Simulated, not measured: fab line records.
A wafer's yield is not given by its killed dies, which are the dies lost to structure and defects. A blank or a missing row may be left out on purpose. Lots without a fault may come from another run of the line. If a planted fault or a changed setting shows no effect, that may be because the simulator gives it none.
fab line records ; flow rit-cmos
record lots=6; wafers=18; last-day=6
route steps=202 shown ACTIVE@8 FOX1@20 M1@202
lots untouched by any fault: they come from a run of this same line in which no faults occurred
start-h: hours from the record's first day to the start of the lot's first wafer shown ; wait-h: how many hours have passed since the lot's step before this one ; " as in the row above ; L1.1+2: several wafers, shown together as one row ; - value missing, or start not given ; * or withheld: withheld ; < > ~ a bound
route shown NAME@n: a module of which the file shows steps, and the number in the route of the first ; usual: the fault-free wafers' mean and standard deviation ; same: alike in all rows ; chamber/n: place in a boat ; sites: per-site readings ; _std_site: their standard deviation ; _edge_site: inner sites' mean taken away from outer sites' mean ; radius-mm: how far each site lies from the wafer's centre ; mask NAME#n: copy n ; behind: tool/chamber where the wafer was last shaped ; hold: why the lot was held/for how many hours/how that ended ; device: whichever transistor did not switch (one of n, p or np) ; end of line: at the end of the route, the tests of the same wafers ; a step with no rows: only its recipe ; killed: dies lost to structure and defects at the first sort, not the wafer's yield ; map: dies across one wafer; x = killed, . = not, _ = none there
set.NAME: the run value of the setting; set.NAME@STEP: its run value at that earlier step ; model.NAME: the simulator's own value behind a step, which no gauge read
lots at some steps of the route; a table a step, a row a wafer
services: the hour from which a tool's chamber was out of use, counted from the record's first day as start-h (under 0 if before that day), plus the number of hours and why
## steps
# step RIT_ACTIVE_SOFTBAKE_07
# recipe resist=NOVOLAK; temp-c=90; time-s=60
# step RIT_ACTIVE_EXPOSE_08
# recipe mask-id=M1; na=0.6; source-shape=conventional; sigma-outer=0.6; target-cd-nm=1400; dose-mj=225
# step RIT_ACTIVE_PEB_09
# recipe resist=NOVOLAK; temp-c=withheld; time-s=withheld
# step RIT_ACTIVE_DEVELOP_10
# recipe resist=NOVOLAK; develop-time-s=50; dev-temp-c=23
# step RIT_ACTIVE_CD_MEAS_11
# recipe target-cd-nm=1400
# usual cd-nm=1399.5/2.4
lot.wafer;tool;chamber;start-h;wait-h;cd-nm
L556.2;cd-sem-01;-;34.58;-;1399.5
L556.5;cd-sem-01;-;34.58;-;1397.8
L556.6;cd-sem-01;-;34.58;-;1399.1
L557.1;cd-sem-02;-;39.56;-;1399.4
L557.5;cd-sem-02;-;39.56;-;1399.2
L557.6;cd-sem-02;-;39.56;-;1399.1
L565.1;cd-sem-02;-;79.44;-;1397.6
L565.2;cd-sem-02;-;79.44;-;1399.7
L565.3;cd-sem-02;-;79.44;-;1401.4
L566.4;cd-sem-02;-;84.62;-;1405.8
L566.5;cd-sem-02;-;84.62;-;1404.0
L566.6;cd-sem-02;-;84.62;-;1401.9
L569.2;cd-sem-01;-;99.61;-;1400.9
L569.3;cd-sem-01;-;99.61;-;1399.0
L569.6;cd-sem-01;-;99.61;-;1398.0
L571.3;cd-sem-01;-;109.60;-;1397.6
L571.5;cd-sem-01;-;109.60;-;1396.3
L571.6;cd-sem-01;-;109.60;-;1399.2
# step RIT_ACTIVE_HARDBAKE_12
# recipe resist=NOVOLAK; temp-c=140; time-s=60
# step RIT_ACTIVE_ETCH_13
# recipe stop-on=SiO2; chemistry=SF6; target=Si3N4; time-s=210; over-etch-frac=0.4; SF6_flow_sccm=200; pressure-mtorr=260; rf-w=125; target-depth-a=2100
# usual drypump-motor-current-A=5.8/0.51; oes-product-au=0.819/0.01; throttle-valve-pct=7.48/0.13
lot.wafer;tool;chamber;start-h;wait-h;drypump-motor-current-A;oes-product-au;rf-hours-counter-h;throttle-valve-pct
L556.2;rie-diel-03;2;34.83;0.1;5.5;0.824;41;7.20
L556.5;rie-diel-03;1;34.83;0.1;5.9;0.821;-;7.33
L556.6;rie-diel-03;0;34.83;0.1;6.3;0.822;-;7.34
L557.1;rie-diel-03;2;39.83;0.1;5.6;0.819;41;7.20
L557.5;rie-diel-03;2;39.83;0.1;5.5;0.820;-;7.20
L557.6;rie-diel-03;1;39.83;0.1;5.8;0.817;-;7.33
L565.1;rie-diel-03;1;79.71;0.1;5.9;0.823;66;7.33
L565.2;rie-diel-03;3;79.71;0.1;5.6;0.831;126;7.53
L565.3;rie-diel-03;0;79.71;0.1;6.3;0.829;109;7.34
L566.4;rie-diel-01;0;84.83;0.1;5.5;0.800;115;7.65
L566.5;rie-diel-01;0;84.83;0.1;5.5;0.801;-;7.66
L566.6;rie-diel-01;3;84.83;0.1;5.1;0.816;-;7.49
L569.2;rie-diel-04;0;99.86;0.1;6.0;0.820;66;7.59
L569.3;rie-diel-04;1;99.86;0.1;4.9;0.829;65;7.52
L569.6;rie-diel-04;2;99.86;0.1;6.7;0.821;-;7.54
L571.3;rie-diel-03;0;109.83;0.1;6.3;0.811;110;7.35
L571.5;rie-diel-03;2;109.83;0.1;5.5;0.811;-;7.21
L571.6;rie-diel-03;3;109.83;0.1;5.6;0.823;-;7.53
# step RIT_ACTIVE_STRIP_14
# recipe chemistry=O2; time-s=180; resist=NOVOLAK; platen-temp-c=withheld; power-w=500; pressure-mtorr=4000; o2-flow-sccm=4000
# usual drypump-motor-current-A=5.9/0.6
lot.wafer;tool;chamber;start-h;wait-h;drypump-motor-current-A;rf-hours-counter-h
L556.2;plasma-asher-02;1;34.97;0.1;5.2;42
L556.5;plasma-asher-02;0;34.97;0.1;6.1;-
L556.6;plasma-asher-02;1;34.97;0.1;5.2;-
L557.1;plasma-asher-03;0;39.97;0.1;6.7;42
L557.5;plasma-asher-03;0;39.97;0.1;6.7;-
L557.6;plasma-asher-03;1;39.97;0.1;5.7;-
L565.1;plasma-asher-03;1;79.84;0.1;5.7;46
L565.2;plasma-asher-03;0;79.84;0.1;6.7;46
L565.3;plasma-asher-03;0;79.84;0.1;6.7;-
L566.4;plasma-asher-03;0;85.03;0.1;6.7;-
L566.5;plasma-asher-03;1;85.03;0.1;5.7;-
L566.6;plasma-asher-03;0;85.03;0.1;6.7;-
L569.2;plasma-asher-03;0;100.00;0.1;6.7;48
L569.3;plasma-asher-03;0;100.00;0.1;6.7;-
L569.6;plasma-asher-03;1;100.00;0.1;5.7;-
L571.3;plasma-asher-03;1;110.03;0.1;5.7;-
L571.5;plasma-asher-03;1;110.03;0.1;5.7;-
L571.6;plasma-asher-03;0;110.03;0.1;6.7;-
# step RIT_ACTIVE_CD_MEAS_90
# recipe target-cd-nm=1400
# usual cd-nm=1399.5/2.4
lot.wafer;tool;chamber;start-h;wait-h;cd-nm
L556.2;cd-sem-01;-;35.16;0.1;1399.6
L556.5;cd-sem-01;-;35.16;0.1;1397.8
L556.6;cd-sem-01;-;35.16;0.1;1399.3
L557.1;cd-sem-02;-;40.14;0.1;1399.0
L557.5;cd-sem-02;-;40.14;0.1;1399.2
L557.6;cd-sem-02;-;40.14;0.1;1399.3
L565.1;cd-sem-02;-;80.02;0.1;1397.4
L565.2;cd-sem-02;-;80.02;0.1;1399.8
L565.3;cd-sem-02;-;80.02;0.1;1401.1
L566.4;cd-sem-01;-;85.20;0.1;1405.4
L566.5;cd-sem-01;-;85.20;0.1;1403.8
L566.6;cd-sem-01;-;85.20;0.1;1401.9
L569.2;cd-sem-01;-;100.19;0.1;1401.3
L569.3;cd-sem-01;-;100.19;0.1;1399.3
L569.6;cd-sem-01;-;100.19;0.1;1397.8
L571.3;cd-sem-01;-;110.18;0.1;1398.0
L571.5;cd-sem-01;-;110.18;0.1;1396.3
L571.6;cd-sem-01;-;110.18;0.1;1399.6
# step RIT_ACTIVE_CLEAN_15
# recipe chemistry=SC1; mix=3:3:50; time-s=600; temp-c=75
# step RIT_ACTIVE_CLEAN_16
# recipe chemistry=dHF; dilution=50:1; time-s=30
# step RIT_ACTIVE_CLEAN_17
# recipe chemistry=SC2; mix=3:3:50; time-s=600; temp-c=75; dry=n2-spin
# step RIT_FOX1_OXIDATION_00
# recipe temp-c=1100; ambient=H2O; target-thk-a=3507; p-h2o-torr=720; ox-time-s=1130
# usual spike-tc-centre-C=1102.6/1; spike-tc-load-C=1129.1/1.5; spike-tc-source-C=1127.1/2.2; tube-center-temp-C=1100/0.1; tube_center_temp_C_max=1102.8/0.45; zone-power-load-pct=41.7/0.92
lot.wafer;tool;chamber;start-h;wait-h;spike-tc-centre-C;spike-tc-load-C;spike-tc-source-C;tube-center-temp-C;tube_center_temp_C_max;zone-power-load-pct;model.SiO2_of_FOX1_OXIDATION_00.thk-nm
L556.2;furnace-01;0;36.17;0.5;1101.9;1129.8;1130.5;1100.2;1102.5;41.3;357.6
L556.5;furnace-01;0;36.17;0.5;1103.0;1131.4;1129.2;1099.8;1102.2;42.2;355.4
L556.6;furnace-01;0;36.17;0.5;1103.9;1133.2;1130.1;1099.9;1102.9;40.3;355.7
L557.1;furnace-02;0;40.63;0.0;1102.5;1127.5;1124.5;1100;1102.7;40.4;357.8
L557.5;furnace-02;0;40.63;0.0;1101.9;1126.3;1127.4;1100;1102.4;40.7;362.6
L557.6;furnace-02;0;40.63;0.0;1103.7;1127.1;1125.1;1100;1102.9;40.8;364
L565.1;furnace-02;0;81.00;0.5;1078.5;1102.5;1099.5;1074.8;1077.5;38.7;314.9
L565.2;furnace-02;0;81.00;0.5;1079.4;1103.1;1100.2;1075.1;1078.4;38.6;314.5
L565.3;furnace-02;0;81.00;0.5;1076.2;1103.3;1100.9;1075.1;1077.7;39.0;310.6
L566.4;furnace-02;0;85.63;0.0;1077.4;1101.5;1098.7;1074.9;1077.6;38.4;312.2
L566.5;furnace-02;0;85.63;0.0;1078.3;1102.5;1100.4;1075.1;1077.8;39.1;311.6
L566.6;furnace-02;0;85.63;0.0;1075.8;1102.4;1100.9;1075.1;1078.0;38.7;313.9
L569.2;furnace-01;0;101.59;0.7;1102.7;1131.1;1128.4;1099.8;1103.0;41.5;356.8
L569.3;furnace-01;0;101.59;0.7;1102.8;1131.8;1128.1;1100.1;1102.3;41.0;361
L569.6;furnace-01;0;101.59;0.7;1101.1;1130.6;1128.8;1100.1;1102.8;41.8;356.1
L571.3;furnace-01;0;110.63;0.0;1102.3;1130.2;1131.0;1099.9;1102.9;41.5;363.2
L571.5;furnace-01;0;110.63;0.0;1101.9;1131.0;1130.2;1100;1102.2;41.1;363.4
L571.6;furnace-01;0;110.63;0.0;1103.0;1129.8;1128.5;1100;1103.7;41.6;364.8
# step RIT_FOX1_THK_MEAS_01
# recipe reads=SiO2_of_FOX1_OXIDATION_00
# usual FOX1_OXIDE_THK=355/7.4
lot.wafer;tool;chamber;start-h;wait-h;FOX1_OXIDE_THK[nm]
L556.2;film-metro-01;-;37.50;0.0;358
L556.5;film-metro-01;-;37.50;0.0;355
L556.6;film-metro-01;-;37.50;0.0;356
L557.1;film-metro-04;-;41.94;0.0;358
L557.5;film-metro-04;-;41.94;0.0;362
L557.6;film-metro-04;-;41.94;0.0;364
L565.1;film-metro-01;-;82.32;0.0;315
L565.2;film-metro-01;-;82.32;0.0;315
L565.3;film-metro-01;-;82.32;0.0;311
L566.4;film-metro-02;-;86.97;0.0;312
L566.5;film-metro-02;-;86.97;0.0;312
L566.6;film-metro-02;-;86.97;0.0;314
L569.2;film-metro-02;-;102.92;0.0;357
L569.3;film-metro-02;-;102.92;0.0;361
L569.6;film-metro-02;-;102.92;0.0;356
L571.3;film-metro-02;-;111.96;0.0;363
L571.5;film-metro-02;-;111.96;0.0;363
L571.6;film-metro-02;-;111.96;0.0;365
# step RIT_FOX1_WET_ETCH_02
# recipe chemistry=BOE; target-depth-nm=350; time-s=390; temp-c=21.5; dry=n2-spin; dilution=10:1; target=SiO2
# step RIT_M1_PROBE_99
# usual killed-at-front-end=7.5/2.8; killed-dies=7.6/2.8; killed-open=3.9/2.1; killed-short=3.7/1.7
# same gross-dies=264; killed_at_M0_to_M3=0; killed_at_M4_up=0; killed-at-back-side=0; killed-at-contacts=0; killed-at-other=0
lot.wafer;tool;chamber;start-h;wait-h;killed-at-front-end;killed-dies;killed-open;killed-short;model.etest.nplus-sal.width-nm;model.etest.pplus-sal.width-nm;model.etest.nldd.width-nm;model.etest.pldd.width-nm
L556.2;prober-01;-;76.63;0.1;13;13;12;1;3424;3410;3171;3175
L556.5;prober-01;-;76.78;0.2;5;5;2;3;3433;3431;3192;3160
L556.6;prober-01;-;76.83;0.2;6;6;3;3;3432;3437;3172;3197
L557.1;prober-02;-;81.52;0.1;9;9;6;3;3437;3431;3148;3141
L557.5;prober-02;-;81.72;0.2;10;10;6;4;3392;3398;3142;3151
L557.6;prober-02;-;81.77;0.2;6;6;3;3;3392;3388;3148;3132
L565.1;prober-02;-;121.46;0.1;8;8;5;3;3509;3507;3206;3212
L565.2;prober-02;-;121.51;0.1;7;7;2;3;3483;3487;3214;3216
L565.3;prober-02;-;121.56;0.2;4;4;2;2;3486;3487;3230;3213
L566.4;prober-01;-;128.59;0.2;7;7;3;4;3528;3506;3220;3232
L566.5;prober-01;-;128.64;0.2;7;7;3;4;3507;3482;3225;3221
L566.6;prober-01;-;128.69;0.2;9;9;3;5;3480;3480;3209;3201
L569.2;prober-02;-;143.20;0.1;13;13;5;8;3420;3423;3148;3141
L569.3;prober-02;-;143.25;0.2;7;7;3;4;3395;3401;3147;3146
L569.6;prober-02;-;143.40;0.2;9;9;3;6;3432;3412;3152;3134
L571.3;prober-02;-;151.71;0.2;6;6;4;2;3414;3427;3152;3142
L571.5;prober-02;-;151.81;0.2;10;10;8;2;3406;3416;3135;3134
L571.6;prober-02;-;151.86;0.2;9;9;3;6;3415;3394;3141;3139
# killed by level:class
L556.2 GATE:geometric-particle:open=5 FOX1:geometric-particle:open=2 SILICIDE:geometric-particle:open=2 ACTIVE:geometric-particle:open=1 REOX:geometric-particle:open=1 REOX:geometric-particle:short=1 SPACER:geometric-particle:open=1
L556.5 FOX2:geometric-particle:open=1 GATE:geometric-particle:short=1 REOX:geometric-particle:open=1 SPACER:geometric-particle:short=1 SILICIDE:geometric-particle:short=1
L556.6 GATE:geometric-particle:open=3 GATE:geometric-particle:short=2 FOX1:geometric-particle:short=1
L557.1 SILICIDE:geometric-particle:open=3 GATE:geometric-particle:open=2 FOX1:geometric-particle:open=1 GATE:geometric-particle:short=1 REOX:geometric-particle:short=1 SPACER:geometric-particle:short=1
L557.5 GATE:geometric-particle:open=3 SPACER:geometric-particle:short=2 SPACER:geometric-particle:open=2 FOX1:geometric-particle:short=1 GATE:geometric-particle:short=1 REOX:geometric-particle:open=1
L557.6 GATE:geometric-particle:open=2 GATE:geometric-particle:short=1 SPACER:geometric-particle:short=1 SILICIDE:geometric-particle:short=1 SILICIDE:geometric-particle:open=1
L565.1 SPACER:geometric-particle:open=3 GATE:geometric-particle:short=2 GATE:geometric-particle:open=1 SPACER:geometric-particle:short=1 SILICIDE:geometric-particle:open=1
L565.2 PLDD:coat-microbubble-printed=2 GATE:geometric-particle:short=1 SPACER:geometric-particle:open=1 SPACER:geometric-particle:short=1 SILICIDE:geometric-particle:short=1 SILICIDE:geometric-particle:open=1
L565.3 SPACER:geometric-particle:open=2 SPACER:geometric-particle:short=2
L566.4 GATE:geometric-particle:short=2 REOX:geometric-particle:short=2 FOX1:geometric-particle:open=1 GATE:geometric-particle:open=1 SILICIDE:geometric-particle:open=1
L566.5 FOX1:geometric-particle:short=2 GATE:geometric-particle:short=2 GATE:geometric-particle:open=2 SPACER:geometric-particle:open=1
L566.6 GATE:geometric-particle:open=2 SILICIDE:geometric-particle:short=2 GATE:geometric-particle:short=1 REOX:geometric-particle:short=1 SPACER:geometric-particle:short=1 SILICIDE:geometric-particle:open=1 NLDD:coat-microbubble-printed=1
L569.2 GATE:geometric-particle:short=3 FOX1:geometric-particle:short=2 FOX1:geometric-particle:open=2 GATE:geometric-particle:open=2 FOX2:geometric-particle:short=1 REOX:geometric-particle:short=1 REOX:geometric-particle:open=1 SPACER:geometric-particle:short=1
L569.3 SILICIDE:geometric-particle:short=2 FOX1:geometric-particle:short=1 FOX2:geometric-particle:open=1 GATE:geometric-particle:short=1 SPACER:geometric-particle:open=1 SILICIDE:geometric-particle:open=1
L569.6 SILICIDE:geometric-particle:short=3 FOX1:geometric-particle:short=2 FOX1:geometric-particle:open=1 FOX2:geometric-particle:open=1 GATE:geometric-particle:short=1 SILICIDE:geometric-particle:open=1
L571.3 GATE:geometric-particle:open=2 FOX1:geometric-particle:short=1 FOX1:geometric-particle:open=1 GATE:geometric-particle:short=1 SPACER:geometric-particle:open=1
L571.5 FOX1:geometric-particle:open=3 GATE:geometric-particle:open=2 SPACER:geometric-particle:open=2 FOX2:geometric-particle:short=1 FOX2:geometric-particle:open=1 GATE:geometric-particle:short=1
L571.6 GATE:geometric-particle:short=2 SPACER:geometric-particle:short=2 FOX1:geometric-particle:short=1 FOX1:geometric-particle:open=1 GATE:geometric-particle:open=1 SPACER:geometric-particle:open=1 SILICIDE:geometric-particle:short=1
## services
tool;chamber;start-h;hours;kind
rie-diel-04;3;15.52;8.3;repair
rie-diel-01;-;23.02;0.5;repair
rie-diel-03;2;55.58;11.1;repair
rie-diel-04;3;91.18;26.1;repair
furnace-02;-;107.05;2.6;pm
## key
first-sign step=RIT_FOX1_OXIDATION_00; reading=tube-center-temp-C; direction=down; sigmas=99+; usual=*; struck=*
effect step=RIT_FOX1_OXIDATION_00; reading=tube_center_temp_C_max; direction=down; sigmas=56; usual=*; struck=*
effect step=RIT_FOX1_THK_MEAS_01; reading=FOX1_OXIDE_THK; direction=down; sigmas=5.7; usual=355; struck=313
model-effect step=RIT_FOX1_OXIDATION_00; value=SiO2_of_FOX1_OXIDATION_00.thk-nm; without=355.8; struck=313
model-effect step=RIT_M1_PROBE_99; value=etest.nplus-sal.width-nm; without=3454; struck=3499
met-at RIT_FOX1_OXIDATION_00
struck-wafers L565.1,L565.2,L565.3,L566.4,L566.5,L566.6
tester-left-out L565,L566
onset-between 40.63 81.00
fault kind=process-parameter-drift; tool=furnace-02; chamber=-; onset-h=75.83; steps=RIT_FOX1_OXIDATION_00; channel=temp-c; offset=*; shape=step; end-h=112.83; acts-in=*; stated=*
# tester-left-out: of these lots the tester's yield and bins aren't shown, on N5 and GAA mostly nor the transistor test; their killed dies are dies lost to structure and defects alone, not to doping, threshold or leakage, so they don't give the yield
